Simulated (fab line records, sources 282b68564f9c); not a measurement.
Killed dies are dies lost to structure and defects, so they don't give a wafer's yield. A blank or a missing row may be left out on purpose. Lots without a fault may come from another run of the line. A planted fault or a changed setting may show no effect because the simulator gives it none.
A struck lot beside a sound one | flow rit_cmos | 23 steps out of a route of 202
Sound: wafers L879.1, L879.3, L879.4. Struck: wafers L895.1, L895.2, L895.4. The cause comes at the end.
At each step with rows: each side's tool, then ch and its chambers, then its first start. Under that, the readings that differ: sound wafers | struck wafers | difference of the means | sigmas: that difference in standard deviations of wafers without a fault.
alike: readings whose means differ by less than 2 such deviations, and words and numbers that are the same on both sides. not compared: withheld readings, readings that some wafer has no value for, bounds like >300 that may hide the same value, and numbers for which the record gives no deviation and whose values overlap.
The two part at a step that has a row with sigmas, a row that says differs or no value, or rows on one side only. Numbers that don't overlap but have no deviation are shown without sigmas and don't part them. A reading that every wafer of one side lacks parts them only if that side has two wafers or more.

RIT_CONTACT_CD_MEAS_08: target cd 1000 nm.
  sound on cd_sem-02, day 4 07:02; struck on cd_sem-01, day 7 14:54
  alike: cd_nm
RIT_CONTACT_OVL_MEAS_09:
  sound on overlay-02, day 4 07:09; struck on overlay-01, day 7 15:01
  alike: CONTACT_OVL
then, 1 step without rows for these wafers: RIT_CONTACT_HARDBAKE_10 (time 60 s).
RIT_CONTACT_ETCH_11: etches SiO2 in CHF3/CF4/Ar, stops on TiSi2, target depth 480 nm, time 320 s.
  sound on rie_diel-02 ch 0,1,2, day 4 07:20; struck on rie_diel-02 ch 1,2,3, day 7 15:12
  alike: drypump_motor_current_A, oes_product_au, throttle_valve_pct
  not compared: rf_hours_counter_h
RIT_CONTACT_STRIP_12: strips in O2, time 180 s.
  sound on plasma_asher-03 ch 0,1, day 4 07:32; struck on plasma_asher-04 ch 0,1, day 7 15:24
  alike: drypump_motor_current_A
  not compared: rf_hours_counter_h
RIT_CONTACT_CD_MEAS_90: target cd 1000 nm.
  sound on cd_sem-02, day 4 07:43; struck on cd_sem-01, day 7 15:34
  reading    | sound               | struck            | difference | sigmas
  cd_nm (nm) | 1002.8 1000.9 999.7 | 997.5 996.7 996.5 | -4.2       | -2
then, 2 steps without rows for these wafers: RIT_CONTACT_CLEAN_13 (cleans in SC1, time 600 s); RIT_CONTACT_CLEAN_14 (cleans in SC2, time 600 s).
RIT_M1_SPUTTER_00: material Al, target thk 400 nm, time 500 s.
  sound on pvd_sputter-03, day 4 08:11; struck on pvd_sputter-03, day 7 16:02
  alike: throttle_valve_pct
RIT_M1_RS_MEAS_01: measures by four-point-probe.
  sound on film_metro-01, day 4 08:28; struck on film_metro-03, day 7 16:20
  alike: M1_AL_RS
RIT_M1_THK_MEAS_02: measures by xrf.
  sound on film_metro-01, day 4 08:35; struck on film_metro-03, day 7 16:28
  alike: M1_AL_THK
then, 1 step without rows for these wafers: RIT_M1_HMDS_03 (prime time 60 s).
RIT_M1_COAT_04: resist thk 1300 nm.
  sound on litho_track-04 ch 0, day 4 08:48; struck on litho_track-01 ch 0, day 7 16:40
  reading                                 | sound                | struck               | difference | sigmas
  spin_speed_rpm (rpm)                    | 1997.1 1998.2 1997.8 | 1614.0 1614.8 1614.6 | -383.2     | -99 or more
  model.NOVOLAK_of_M1_COAT_04.thk_nm (nm) | 1295 1300 1301       | 1448 1444 1445       | +147       |
  alike: dispense_pressure_kPa
then, 4 steps without rows for these wafers: RIT_M1_SOFTBAKE_05 (time 60 s); RIT_M1_EXPOSE_06 (exposes mask M12, target cd 2600 nm); RIT_M1_PEB_07; RIT_M1_DEVELOP_08 (develop time 68 s).
RIT_M1_CD_MEAS_09: target cd 2600 nm.
  sound on cd_sem-02, day 4 09:40; struck on cd_sem-02, day 7 17:31
  reading    | sound                | struck               | difference | sigmas
  cd_nm (nm) | 2599.6 2598.8 2598.3 | 2613.1 2612.2 2612.8 | +13.8      | +8
RIT_M1_OVL_MEAS_10:
  sound on overlay-01, day 4 09:47; struck on overlay-02, day 7 17:38
  alike: M1_OVL
then, 1 step without rows for these wafers: RIT_M1_HARDBAKE_11 (time 120 s).
RIT_M1_METAL_ETCH_12: etches Al in Cl2/BCl3, stops on SiO2, time 165 s, target depth 600 nm.
  sound on rie_metal-01 ch 0,1, day 4 10:04; struck on rie_metal-04 ch 0,1, day 7 17:56
  reading                                 | sound             | struck            | difference | sigmas
  model.NOVOLAK_of_M1_COAT_04.thk_nm (nm) | 806.6 803.4 810.1 | 927.1 927.8 927.4 | +120.7     |
  alike: drypump_motor_current_A, mfc_cl2_sccm, oes_product_au, throttle_valve_pct
  not compared: rf_hours_counter_h
then, 1 step without rows for these wafers: RIT_M1_STRIP_13 (strips in nmp, time 600 s).
RIT_M1_PROBE_99:
  sound on prober-01, day 4 12:35; struck on prober-01, day 7 21:04
  alike: defect_limited_yield, killed_at_M0_to_M3, killed_at_contacts, killed_at_front_end, killed_dies, killed_open, killed_short, sort_bin_3_pad_short, sort_bin_5_function, sort_bin_6_memory, sort_n_pass, sort_yield_pct

WHERE THEY PART
First at RIT_CONTACT_CD_MEAS_90; last, within this record, at RIT_M1_CD_MEAS_09. Later steps at which nothing parts them and some readings are alike: RIT_M1_OVL_MEAS_10, RIT_M1_METAL_ETCH_12, RIT_M1_PROBE_99.

WHY: what the simulator had put in
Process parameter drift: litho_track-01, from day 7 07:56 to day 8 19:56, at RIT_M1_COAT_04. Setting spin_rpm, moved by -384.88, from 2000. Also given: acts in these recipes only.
